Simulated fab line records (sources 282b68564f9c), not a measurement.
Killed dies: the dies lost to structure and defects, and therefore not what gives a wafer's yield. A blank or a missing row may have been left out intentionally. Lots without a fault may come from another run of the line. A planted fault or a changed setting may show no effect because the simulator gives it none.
fab line records	flow rit_cmos
record lots=6	wafers=18	last_day=7
route steps=202 shown NSD@139 PSD@142 SDANNEAL@153 PLDD@159 NLDD@160 SILICIDE@161 CONTACT@168 M1@202
lots untouched by any fault: they come from a run of this same line in which no faults occurred
start_h: the number of hours between the record's first day and the start of the first shown wafer of the lot	wait_h: hours from the lot's prior step to this one	" the same as in the row above	L1.1+2: a row that stands for several wafers	- no value, or no start was given	* or withheld: withheld	< > ~ a bound
route shown NAME@n: names a module that has steps shown in the file, with the first one's number in the route	usual: the fault-free wafers' mean and standard deviation	same: alike in all rows	chamber/n: place in a boat	sites: the reading at each site	_std_site: their standard deviation	_edge_site: mean of outer sites minus mean of inner sites	radius_mm: for every site, how far away it sits from the centre of the wafer	mask NAME#n: copy n	behind: tool/chamber where the wafer was last shaped	hold: why the lot was held/for how many hours/how that ended	device: the n, p or np transistor that did not switch	end of line: the tests these same wafers got at the end of their route	a step with no rows: only its recipe	killed: count of dies lost to structure and defects at first sort (not the wafer's yield)	map: the dies of a wafer, with x for killed, . for not killed, _ for no die there
set.NAME: the setting that was run; set.NAME@STEP: the one run at that earlier step	model.NAME: the simulator's own value behind a step, which no gauge read
lots seen at some steps along the route; tables by step, rows by wafer
services: a tool's chamber out of use, with start hour (start_h, from the record's first day; less than 0 if before it), hours out, and reason
## steps
# step RIT_NSD_IMPLANT_08
# recipe species=P	energy_kev=25	dose_cm2=1e+15	tilt_deg=7
# step RIT_NSD_STRIP_09
# recipe chemistry=O2	time_s=180	resist=NOVOLAK	platen_temp_c=withheld	power_w=500	pressure_mtorr=4000	o2_flow_sccm=4000
# step RIT_NSD_TW_MEAS_10
# usual NSD_TW=3143/16
lot.wafer	tool	chamber	start_h	wait_h	NSD_TW
L873.1	film_metro-01	-	58.61	0.1	3132
L873.2	"	-	"	"	3140
L873.4	"	-	"	"	3114
L882.1	film_metro-01	-	108.12	0.1	3133
L882.2	"	-	"	"	3168
L882.4	"	-	"	"	3158
L883.2	film_metro-04	-	119.70	0.1	3148
L883.5	"	-	"	"	3158
L883.6	"	-	"	"	3164
L887.1	film_metro-02	-	143.18	0.1	3127
L887.2	"	-	"	"	3134
L887.5	"	-	"	"	3135
L890.1	film_metro-01	-	156.38	0.1	3126
L890.4	"	-	"	"	3145
L890.6	"	-	"	"	3120
L892.1	film_metro-01	-	167.43	0.1	3138
L892.3	"	-	"	"	3123
L892.6	"	-	"	"	3146
# step RIT_PSD_HMDS_00
# recipe prime_time_s=60	prime_temp_c=141.1
# step RIT_PSD_COAT_01
# recipe resist=NOVOLAK	spin_rpm=3250	resist_thk_nm=1000
# step RIT_PSD_SOFTBAKE_02
# recipe resist=NOVOLAK	temp_c=90	time_s=60
# step RIT_PSD_EXPOSE_03
# recipe mask_id=M10	na=0.57	target_cd_nm=40900	dose_mj=250
# step RIT_PSD_PEB_04
# recipe resist=NOVOLAK	temp_c=withheld	time_s=withheld
# step RIT_PSD_DEVELOP_05
# recipe resist=NOVOLAK	develop_time_s=50	dev_temp_c=23
# step RIT_PSD_OVL_MEAS_06
# usual PSD_OVL=-1.4/1.4
lot.wafer	tool	chamber	start_h	wait_h	PSD_OVL[nm]
L873.1	overlay-01	-	59.63	-	-4.4
L873.2	"	-	"	"	-3.2
L873.4	"	-	"	"	-5.2
L882.1	overlay-01	-	109.07	-	-3.5
L882.2	"	-	"	"	-0.8
L882.4	"	-	"	"	-3.0
L883.2	overlay-02	-	120.60	-	-1.3
L883.5	"	-	"	"	-3.0
L883.6	"	-	"	"	-0.3
L887.1	overlay-02	-	144.09	-	0.9
L887.2	"	-	"	"	-1.3
L887.5	"	-	"	"	-2.0
L890.1	overlay-02	-	157.48	-	-2.0
L890.4	"	-	"	"	0.1
L890.6	"	-	"	"	-1.3
L892.1	overlay-02	-	168.48	-	-2.9
L892.3	"	-	"	"	-1.6
L892.6	"	-	"	"	-3.3
# step RIT_PSD_HARDBAKE_07
# recipe resist=NOVOLAK	temp_c=140	time_s=60
# step RIT_PSD_IMPLANT_08
# recipe species=BF2	energy_kev=27.24	dose_cm2=5e+15	tilt_deg=7
# step RIT_PSD_STRIP_09
# recipe chemistry=O2	time_s=180	resist=NOVOLAK	platen_temp_c=withheld	power_w=500	pressure_mtorr=4000	o2_flow_sccm=4000
# usual drypump_motor_current_A=6.3/0.59
lot.wafer	tool	chamber	start_h	wait_h	drypump_motor_current_A	rf_hours_counter_h
L873.1	plasma_asher-02	0	59.96	0.1	6.5	41
L873.2	"	1	"	"	6.8	41
L873.4	"	1	"	"	6.8	-
L882.1	plasma_asher-02	1	109.62	0.1	6.8	46
L882.2	"	0	"	"	6.5	46
L882.4	"	1	"	"	6.8	-
L883.2	plasma_asher-02	1	121.07	0.1	6.8	47
L883.5	"	0	"	"	6.5	-
L883.6	"	1	"	"	6.7	-
L887.1	plasma_asher-04	0	144.42	0.1	6.6	48
L887.2	"	1	"	"	5.0	48
L887.5	"	0	"	"	6.6	-
L890.1	plasma_asher-04	1	157.81	0.1	5.0	50
L890.4	"	0	"	"	6.6	-
L890.6	"	0	"	"	6.5	-
L892.1	plasma_asher-01	0	168.95	0.1	6.7	37
L892.3	"	0	"	"	6.7	-
L892.6	"	1	"	"	5.8	-
# step RIT_PSD_TW_MEAS_10
# usual PSD_TW=3459/20
lot.wafer	tool	chamber	start_h	wait_h	PSD_TW
L873.1	film_metro-01	-	60.14	0.1	3436
L873.2	"	-	"	"	3466
L873.4	"	-	"	"	3424
L882.1	film_metro-02	-	109.79	0.1	3420
L882.2	"	-	"	"	3429
L882.4	"	-	"	"	3444
L883.2	film_metro-01	-	121.26	0.1	3451
L883.5	"	-	"	"	3471
L883.6	"	-	"	"	3473
L887.1	film_metro-02	-	144.60	0.1	3442
L887.2	"	-	"	"	3428
L887.5	"	-	"	"	3459
L890.1	film_metro-02	-	157.99	0.1	3475
L890.4	"	-	"	"	3459
L890.6	"	-	"	"	3460
L892.1	film_metro-01	-	169.12	0.1	3451
L892.3	"	-	"	"	3453
L892.6	"	-	"	"	3459
# step RIT_SDANNEAL_CLEAN_00
# recipe chemistry=SC1	mix=3:3:50	time_s=600	temp_c=75
# step RIT_SDANNEAL_CLEAN_01
# recipe chemistry=dHF	dilution=50:1	time_s=30
# step RIT_SDANNEAL_CLEAN_02
# recipe chemistry=SC2	mix=3:3:50	time_s=600	temp_c=75	dry=n2_spin
# step RIT_SDANNEAL_RTA_03
# recipe temp_c=1050	time_s=5	idle_temp_c=600	ramp_up_c_per_s=342	ramp_down_c_per_s=171	cool_to_c=600	ambient=N2
# step RIT_SDANNEAL_RS_MEAS_04
# recipe thk_meas_gauge=four-point-probe
# usual PSD_RS=115.44/0.29
lot.wafer	tool	chamber	start_h	wait_h	PSD_RS[ohm/sq]
L873.1	film_metro-01	-	60.68	0.1	115.64
L873.2	"	-	"	"	115.50
L873.4	"	-	"	"	115.75
L882.1	film_metro-02	-	110.29	0.0	114.91
L882.2	"	-	"	"	115.13
L882.4	"	-	"	"	115.27
L883.2	film_metro-01	-	121.75	0.1	115.76
L883.5	"	-	"	"	115.61
L883.6	"	-	"	"	115.57
L887.1	film_metro-02	-	145.08	0.0	115.78
L887.2	"	-	"	"	115.49
L887.5	"	-	"	"	115.88
L890.1	film_metro-02	-	158.54	0.0	115.20
L890.4	"	-	"	"	115.70
L890.6	"	-	"	"	115.04
L892.1	film_metro-04	-	169.79	0.0	115.32
L892.3	"	-	"	"	115.25
L892.6	"	-	"	"	114.78
# step RIT_SDANNEAL_RS_MEAS_05
# recipe thk_meas_gauge=four-point-probe
# usual NSD_RS=84.5/0.3
lot.wafer	tool	chamber	start_h	wait_h	NSD_RS[ohm/sq]
L873.1	film_metro-01	-	60.80	0.1	84.5
L873.2	"	-	"	"	84.4
L873.4	"	-	"	"	84.2
L882.1	film_metro-02	-	110.41	0.1	85.0
L882.2	"	-	"	"	84.7
L882.4	"	-	"	"	84.9
L883.2	film_metro-01	-	121.87	0.1	84.1
L883.5	"	-	"	"	84.1
L883.6	"	-	"	"	84.0
L887.1	film_metro-02	-	145.20	0.1	84.8
L887.2	"	-	"	"	84.5
L887.5	"	-	"	"	84.2
L890.1	film_metro-02	-	158.66	0.1	84.7
L890.4	"	-	"	"	84.4
L890.6	"	-	"	"	84.8
L892.1	film_metro-04	-	169.91	0.1	84.3
L892.3	"	-	"	"	84.0
L892.6	"	-	"	"	84.2
# step RIT_SDANNEAL_RS_MEAS_06
# recipe thk_meas_gauge=four-point-probe
# usual PLDD_RS=179.6/0.48
lot.wafer	tool	chamber	start_h	wait_h	PLDD_RS[ohm/sq]
L873.1	film_metro-01	-	60.92	0.1	180.1
L873.2	"	-	"	"	179.6
L873.4	"	-	"	"	180.0
L882.1	film_metro-02	-	110.53	0.1	179.2
L882.2	"	-	"	"	179.3
L882.4	"	-	"	"	179.8
L883.2	film_metro-01	-	121.99	0.1	180.2
L883.5	"	-	"	"	179.6
L883.6	"	-	"	"	179.8
L887.1	film_metro-02	-	145.32	0.1	179.5
L887.2	"	-	"	"	179.4
L887.5	"	-	"	"	179.5
L890.1	film_metro-02	-	158.78	0.1	180.0
L890.4	"	-	"	"	180.6
L890.6	"	-	"	"	180.1
L892.1	film_metro-04	-	170.03	0.1	178.9
L892.3	"	-	"	"	179.7
L892.6	"	-	"	"	179.1
# step RIT_SDANNEAL_RS_MEAS_07
# recipe thk_meas_gauge=four-point-probe
# usual NLDD_RS=150.4/0.52
lot.wafer	tool	chamber	start_h	wait_h	NLDD_RS[ohm/sq]
L873.1	film_metro-01	-	61.04	0.1	150.8
L873.2	"	-	"	"	150.6
L873.4	"	-	"	"	150.6
L882.1	film_metro-02	-	110.65	0.1	150.5
L882.2	"	-	"	"	150.1
L882.4	"	-	"	"	150.2
L883.2	film_metro-01	-	122.11	0.1	150.6
L883.5	"	-	"	"	149.9
L883.6	"	-	"	"	150.3
L887.1	film_metro-02	-	145.44	0.1	150.3
L887.2	"	-	"	"	150.0
L887.5	"	-	"	"	150.0
L890.1	film_metro-02	-	158.90	0.1	150.5
L890.4	"	-	"	"	149.8
L890.6	"	-	"	"	150.0
L892.1	film_metro-04	-	170.15	0.1	150.6
L892.3	"	-	"	"	150.1
L892.6	"	-	"	"	150.3
# step RIT_SILICIDE_WET_ETCH_00
# recipe chemistry=BOE	target=SiO2	target_depth_nm=14	time_s=15	dry=n2_spin	dilution=10:1	temp_c=21.5
# step RIT_SILICIDE_SPUTTER_01
# recipe material=Ti	target_thk_nm=30	power_w=350	chamber_pressure_pa=0.667	gas=Ar	time_s=240	substrate_temp_c=25
# usual throttle_valve_pct=30.0/0.71
lot.wafer	tool	chamber	start_h	wait_h	throttle_valve_pct
L873.1	pvd_sputter-03	-	61.17	0.0	29.8
L873.2	"	-	"	"	30.2
L873.4	"	-	"	"	29.0
L882.1	pvd_sputter-03	-	110.79	0.0	30.0
L882.2	"	-	"	"	31.3
L882.4	"	-	"	"	30.2
L883.2	pvd_sputter-02	-	122.23	0.0	30.5
L883.5	"	-	"	"	30.8
L883.6	"	-	"	"	30.1
L887.1	pvd_sputter-03	-	145.58	0.0	30.2
L887.2	"	-	"	"	30.0
L887.5	"	-	"	"	29.9
L890.1	pvd_sputter-02	-	159.03	0.0	30.6
L890.4	"	-	"	"	29.6
L890.6	"	-	"	"	29.6
L892.1	pvd_sputter-04	-	170.28	0.0	28.9
L892.3	"	-	"	"	30.2
L892.6	"	-	"	"	30.2
# step RIT_SILICIDE_RS_MEAS_02
# recipe thk_meas_gauge=four-point-probe	reads=Ti_of_SILICIDE_SPUTTER_01
# usual SILICIDE_TI_RS=48.0/0.82
lot.wafer	tool	chamber	start_h	wait_h	SILICIDE_TI_RS[ohm/sq]
L873.1	film_metro-01	-	61.32	0.1	48.0
L873.2	"	-	"	"	48.2
L873.4	"	-	"	"	47.0
L882.1	film_metro-01	-	110.94	0.1	49.8
L882.2	"	-	"	"	49.1
L882.4	"	-	"	"	49.6
L883.2	film_metro-02	-	122.40	0.1	48.1
L883.5	"	-	"	"	47.7
L883.6	"	-	"	"	48.4
L887.1	film_metro-03	-	145.73	0.1	48.9
L887.2	"	-	"	"	48.7
L887.5	"	-	"	"	48.4
L890.1	film_metro-02	-	159.18	0.1	49.2
L890.4	"	-	"	"	48.6
L890.6	"	-	"	"	49.5
L892.1	film_metro-03	-	170.43	0.1	46.8
L892.3	"	-	"	"	47.4
L892.6	"	-	"	"	47.5
# step RIT_SILICIDE_THK_MEAS_03
# recipe thk_meas_gauge=xrf	reads=Ti_of_SILICIDE_SPUTTER_01
# usual SILICIDE_TI_THK=29.6/0.43
lot.wafer	tool	chamber	start_h	wait_h	SILICIDE_TI_THK[nm]
L873.1	film_metro-01	-	61.44	0.1	29.4
L873.2	"	-	"	"	29.5
L873.4	"	-	"	"	30.0
L882.1	film_metro-01	-	111.06	0.1	28.6
L882.2	"	-	"	"	29.0
L882.4	"	-	"	"	28.7
L883.2	film_metro-02	-	122.51	0.1	29.6
L883.5	"	-	"	"	29.7
L883.6	"	-	"	"	29.4
L887.1	film_metro-03	-	145.85	0.1	29.3
L887.2	"	-	"	"	29.3
L887.5	"	-	"	"	29.2
L890.1	film_metro-02	-	159.30	0.1	29.1
L890.4	"	-	"	"	29.1
L890.6	"	-	"	"	28.9
L892.1	film_metro-03	-	170.55	0.1	30.4
L892.3	"	-	"	"	29.8
L892.6	"	-	"	"	29.9
# step RIT_SILICIDE_RTA_04
# recipe temp_c=650	time_s=10	idle_temp_c=25	ramp_up_s=5	ramp_down_s=5	cool_to_c=25	ambient=N2
# usual wafer_temp_C_max=653.3/0.68
lot.wafer	tool	chamber	start_h	wait_h	wafer_temp_C_max
L873.1	rtp_anneal-01	0	61.50	0.1	653.5
L873.2	"	0	"	"	655.2
L873.4	"	0	"	"	653.6
L882.1	rtp_anneal-02	0	111.12	0.1	652.7
L882.2	"	0	"	"	654.8
L882.4	"	0	"	"	653.5
L883.2	rtp_anneal-01	0	122.57	0.1	652.9
L883.5	"	0	"	"	653.2
L883.6	"	0	"	"	653.1
L887.1	rtp_anneal-01	0	145.91	0.1	653.4
L887.2	"	0	"	"	653.3
L887.5	"	0	"	"	653.9
L890.1	rtp_anneal-01	0	159.36	0.1	653.3
L890.4	"	0	"	"	654.7
L890.6	"	0	"	"	653.7
L892.1	rtp_anneal-02	0	170.61	0.1	651.6
L892.3	"	0	"	"	653.3
L892.6	"	0	"	"	651.9
# step RIT_SILICIDE_WET_ETCH_05
# recipe chemistry=SPM	target=Ti	temp_c=90	time_s=120	dry=n2_spin
# step RIT_SILICIDE_RTA_06
# recipe temp_c=750	time_s=10	idle_temp_c=25	ramp_up_s=5	ramp_down_s=10	cool_to_c=25	ambient=N2
# usual wafer_temp_C_max=753.8/0.76
lot.wafer	tool	chamber	start_h	wait_h	wafer_temp_C_max
L873.1	rtp_anneal-02	0	61.68	0.0	754.8
L873.2	"	0	"	"	753.9
L873.4	"	0	"	"	753.3
L882.1	rtp_anneal-01	0	111.23	0.0	755.5
L882.2	"	0	"	"	754.0
L882.4	"	0	"	"	754.7
L883.2	rtp_anneal-02	0	122.67	0.0	754.5
L883.5	"	0	"	"	753.8
L883.6	"	0	"	"	753.5
L887.1	rtp_anneal-02	0	146.02	0.0	754.5
L887.2	"	0	"	"	753.7
L887.5	"	0	"	"	752.7
L890.1	rtp_anneal-02	0	159.47	0.0	755.9
L890.4	"	0	"	"	752.5
L890.6	"	0	"	"	753.4
L892.1	rtp_anneal-01	0	170.72	0.0	755.0
L892.3	"	0	"	"	754.3
L892.6	"	0	"	"	755.6
# step RIT_CONTACT_CVD_00
# recipe material=SiO2	target_thk_nm=400	precursor=TEOS	temp_c=390	time_s=61	rf_w=414.4
# usual heater_power_w=298/42
lot.wafer	tool	chamber	start_h	wait_h	heater_power_w
L873.1	pecvd-04	0	61.81	0.1	318
L873.2	"	2	"	"	254
L873.4	"	0	"	"	334
L882.1	pecvd-04	2	111.29	0.1	279
L882.2	"	1	"	"	288
L882.4	"	2	"	"	294
L883.2	pecvd-02	2	122.73	0.0	302
L883.5	"	2	"	"	320
L883.6	"	1	"	"	277
L887.1	pecvd-01	1	146.08	0.1	265
L887.2	"	2	"	"	316
L887.5	"	1	"	"	308
L890.1	pecvd-01	2	159.54	0.1	349
L890.4	"	2	"	"	263
L890.6	"	1	"	"	264
L892.1	pecvd-01	1	170.79	0.1	339
L892.3	"	2	"	"	257
L892.6	"	0	"	"	390
# step RIT_CONTACT_THK_MEAS_01
# recipe reads=SiO2_of_CONTACT_CVD_00
# usual CONTACT_TEOS_THK=404/5
lot.wafer	tool	chamber	start_h	wait_h	CONTACT_TEOS_THK[nm]
L873.1	film_metro-01	-	61.86	0.0	404
L873.2	"	-	"	"	405
L873.4	"	-	"	"	409
L882.1	film_metro-04	-	111.34	0.0	395
L882.2	"	-	"	"	396
L882.4	"	-	"	"	402
L883.2	film_metro-03	-	122.82	0.1	397
L883.5	"	-	"	"	403
L883.6	"	-	"	"	410
L887.1	film_metro-03	-	146.16	0.1	400
L887.2	"	-	"	"	403
L887.5	"	-	"	"	404
L890.1	film_metro-03	-	159.61	0.1	401
L890.4	"	-	"	"	408
L890.6	"	-	"	"	410
L892.1	film_metro-04	-	170.84	0.0	401
L892.3	"	-	"	"	402
L892.6	"	-	"	"	413
# step RIT_CONTACT_HMDS_02
# recipe prime_time_s=60	prime_temp_c=140
# step RIT_CONTACT_COAT_03
# recipe resist=NOVOLAK	spin_rpm=3250	resist_thk_nm=1000
# step RIT_CONTACT_SOFTBAKE_04
# recipe resist=NOVOLAK	temp_c=90	time_s=60
# step RIT_CONTACT_EXPOSE_05
# recipe mask_id=M11	na=0.6	source_shape=conventional	sigma_outer=0.5	target_cd_nm=1000	dose_mj=250
# step RIT_CONTACT_PEB_06
# recipe resist=NOVOLAK	temp_c=withheld	time_s=withheld
# step RIT_CONTACT_DEVELOP_07
# recipe resist=NOVOLAK	develop_time_s=120	dev_temp_c=23
# step RIT_CONTACT_CD_MEAS_08
# recipe target_cd_nm=1000
# usual cd_nm=1000.0/2.2
lot.wafer	tool	chamber	start_h	wait_h	cd_nm
L873.1	cd_sem-02	-	63.16	-	1000.4
L873.2	"	-	"	"	1001.5
L873.4	"	-	"	"	1000.4
L882.1	cd_sem-02	-	112.49	-	1001.1
L882.2	"	-	"	"	1001.0
L882.4	"	-	"	"	999.7
L883.2	cd_sem-02	-	123.98	-	998.6
L883.5	"	-	"	"	1000.0
L883.6	"	-	"	"	998.0
L887.1	cd_sem-02	-	147.41	-	1002.5
L887.2	"	-	"	"	1003.7
L887.5	"	-	"	"	1003.1
L890.1	cd_sem-01	-	160.98	-	997.4
L890.4	"	-	"	"	999.6
L890.6	"	-	"	"	999.9
L892.1	cd_sem-02	-	172.12	-	1004.3
L892.3	"	-	"	"	1003.6
L892.6	"	-	"	"	1002.7
# step RIT_CONTACT_OVL_MEAS_09
# usual CONTACT_OVL=1.2/1.6
lot.wafer	tool	chamber	start_h	wait_h	CONTACT_OVL[nm]
L873.1	overlay-01	-	63.28	0.1	0.3
L873.2	"	-	"	"	-0.7
L873.4	"	-	"	"	0.2
L882.1	overlay-01	-	112.61	0.1	3.7
L882.2	"	-	"	"	3.2
L882.4	"	-	"	"	2.0
L883.2	overlay-02	-	124.08	0.1	0.0
L883.5	"	-	"	"	-0.3
L883.6	"	-	"	"	-0.9
L887.1	overlay-01	-	147.53	0.1	-0.2
L887.2	"	-	"	"	0.5
L887.5	"	-	"	"	-0.6
L890.1	overlay-01	-	161.10	0.1	1.6
L890.4	"	-	"	"	0.9
L890.6	"	-	"	"	3.7
L892.1	overlay-01	-	172.24	0.1	0.6
L892.3	"	-	"	"	-0.2
L892.6	"	-	"	"	1.4
# step RIT_CONTACT_HARDBAKE_10
# recipe resist=NOVOLAK	temp_c=140	time_s=60
# step RIT_CONTACT_ETCH_11
# recipe target_depth_a=4800	over_etch_frac=0.2	stop_on=TiSi2	chemistry=CHF3/CF4/Ar	target=SiO2	CHF3_flow_sccm=50	cf4_flow_sccm=10	Ar_flow_sccm=100	O2_flow_sccm=5	pressure_mtorr=100	rf_w=200	time_s=320
# step RIT_CONTACT_STRIP_12
# recipe chemistry=O2	time_s=175.2	resist=NOVOLAK	platen_temp_c=withheld	power_w=500	pressure_mtorr=4000	o2_flow_sccm=4000
# usual drypump_motor_current_A=5.9/0.58
lot.wafer	tool	chamber	start_h	wait_h	drypump_motor_current_A	rf_hours_counter_h
L873.1	plasma_asher-03	0	63.67	0.1	5.9	41
L873.2	"	1	"	"	5.5	41
L873.4	"	1	"	"	5.5	-
L882.1	plasma_asher-01	1	112.99	0.1	5.8	31
L882.2	"	0	"	"	6.8	31
L882.4	"	1	"	"	5.8	-
L883.2	plasma_asher-04	1	124.46	0.1	5.0	46
L883.5	"	0	"	"	6.6	-
L883.6	"	1	"	"	5.0	-
L887.1	plasma_asher-01	0	147.91	0.1	6.8	35
L887.2	"	1	"	"	5.7	35
L887.5	"	1	"	"	5.8	-
L890.1	plasma_asher-03	0	161.52	0.1	5.9	5
L890.4	"	0	"	"	5.8	-
L890.6	"	1	"	"	5.5	-
L892.1	plasma_asher-03	1	172.62	0.1	5.4	7
L892.3	"	1	"	"	5.4	-
L892.6	"	1	"	"	5.4	-
# step RIT_M1_PROBE_99
# usual killed_at_front_end=7.1/2.8	killed_dies=7.1/2.9	killed_open=3.4/2	killed_short=3.6/2.1
# same gross_dies=264	killed_at_M0_to_M3=0	killed_at_M4_up=0	killed_at_back_side=0	killed_at_contacts=0	killed_at_other=0
lot.wafer	tool	chamber	start_h	wait_h	killed_at_front_end	killed_dies	killed_open	killed_short
L873.1	prober-02	-	68.35	0.1	1	1	0	1
L873.2	prober-02	-	68.40	0.1	8	8	6	2
L873.4	prober-02	-	68.50	0.2	4	4	2	2
L882.1	prober-01	-	118.87	0.1	48	48	3	5
L882.2	prober-01	-	118.92	0.1	44	44	5	1
L882.4	prober-01	-	119.02	0.2	42	42	3	3
L883.2	prober-02	-	129.51	0.1	43	43	0	6
L883.5	prober-02	-	129.66	0.2	41	41	5	3
L883.6	prober-02	-	129.71	0.2	41	41	0	3
L890.1	prober-02	-	168.10	0.1	3	3	1	2
L890.4	prober-02	-	168.25	0.2	10	10	5	5
L890.6	prober-02	-	168.35	0.2	9	9	3	6
# killed by level:class
L873.1 GATE:geometric_particle:short=1
L873.2 REOX:geometric_particle:open=3 FOX1:geometric_particle:short=1 GATE:geometric_particle:open=1 SPACER:geometric_particle:open=1 SILICIDE:geometric_particle:open=1 SILICIDE:geometric_particle:short=1
L873.4 GATE:geometric_particle:short=1 GATE:geometric_particle:open=1 SPACER:geometric_particle:short=1 SILICIDE:geometric_particle:open=1
L882.1 PSD:unspecified=40 GATE:geometric_particle:open=3 SILICIDE:geometric_particle:short=2 FOX1:geometric_particle:short=1 GATE:geometric_particle:short=1 REOX:geometric_particle:short=1
L882.2 PSD:unspecified=38 GATE:geometric_particle:open=3 FOX2:geometric_particle:open=1 SPACER:geometric_particle:open=1 SILICIDE:geometric_particle:short=1
L882.4 PSD:unspecified=36 FOX1:geometric_particle:short=1 GATE:geometric_particle:open=1 REOX:geometric_particle:open=1 SPACER:geometric_particle:open=1 SPACER:geometric_particle:short=1 SILICIDE:geometric_particle:short=1
L883.2 PSD:unspecified=37 GATE:geometric_particle:short=3 FOX2:geometric_particle:short=1 REOX:geometric_particle:short=1 SILICIDE:geometric_particle:short=1
L883.5 PSD:unspecified=33 FOX1:geometric_particle:short=2 REOX:geometric_particle:open=2 FOX1:geometric_particle:open=1 GATE:geometric_particle:open=1 SPACER:geometric_particle:open=1 SPACER:geometric_particle:short=1
L883.6 PSD:unspecified=38 GATE:geometric_particle:short=2 SPACER:geometric_particle:short=1
L890.1 FOX2:geometric_particle:short=2 FOX2:geometric_particle:open=1
L890.4 GATE:geometric_particle:open=4 GATE:geometric_particle:short=2 FOX1:geometric_particle:short=1 REOX:geometric_particle:open=1 SPACER:geometric_particle:short=1 SILICIDE:geometric_particle:short=1
L890.6 GATE:geometric_particle:short=3 GATE:geometric_particle:open=2 FOX1:geometric_particle:short=1 FOX2:geometric_particle:short=1 REOX:geometric_particle:open=1 REOX:geometric_particle:short=1
# map L882.1 (x killed, . not)
________......._______
_____..x..........____
____..............x___
___.................__
__..................._
__..x.x.............._
_..xxxxxxxx....x......
_...xxxxxxxx..........
_x.xxxxxxx........x...
_..xxxxxxx.x..........
__..xxxx.x..........._
__....xxxx..........._
___x................__
____...............___
_____.............____
________......._______
# map L883.2 (x killed, . not)
________......._______
_____...x.........____
____.x.............___
___.................__
__.....x............._
__....x.x............_
_....xxxx..........x..
_..xxxxxxx............
_.xxxxxxxxx....x..x...
_..xxxxxxx............
__.x.xxx.x..........._
__..x.x.............._
___.................__
____.......x.......___
_____.............____
________......._______
## services
tool	chamber	start_h	hours	kind
pecvd-02	0	45.53	102.1	repair
plasma_asher-03	-	67.92	1.6	repair
pvd_sputter-02	-	70.14	7.8	repair
pvd_sputter-02	-	79.23	0.6	repair
pvd_sputter-03	-	92.52	4.0	repair
plasma_asher-03	-	108.75	9.0	pm
plasma_asher-03	0	108.75	9.0	vent_cycle
plasma_asher-03	1	108.75	9.0	vent_cycle
plasma_asher-03	0	117.75	-	clean
plasma_asher-03	1	117.75	-	clean
plasma_asher-04	-	125.04	1.7	repair
plasma_asher-02	-	126.86	2.8	pm
pvd_sputter-04	-	131.29	7.4	repair
plasma_asher-01	-	132.82	4.3	pm
pvd_sputter-03	-	134.70	8.4	repair
pecvd-01	0	143.69	15.9	repair
pecvd-04	0	144.91	11.5	repair
pvd_sputter-04	-	164.57	4.8	repair
## key
first_sign step=RIT_M1_PROBE_99	reading=killed_at_front_end	direction=up	sigmas=13	usual=7.1	struck=43.2
effect step=RIT_M1_PROBE_99	reading=killed_dies	direction=up	sigmas=13	usual=7.1	struck=43.2
met_at RIT_PSD_STRIP_09
struck_wafers L882.1,L882.2,L882.4,L883.2,L883.5,L883.6
tester_left_out L882,L883
onset_between 59.96 109.62
fault kind=chamber_particle_source	tool=plasma_asher-02	chamber=-	onset_h=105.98	steps=RIT_PSD_STRIP_09	rate_per_visit_cm2=1.3988	end_h=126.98
# tester_left_out: of these lots the tester's yield and bins aren't shown, on N5 and GAA mostly nor the transistor test; their killed dies are dies lost to structure and defects alone, not to doping, threshold or leakage, so they don't give the yield
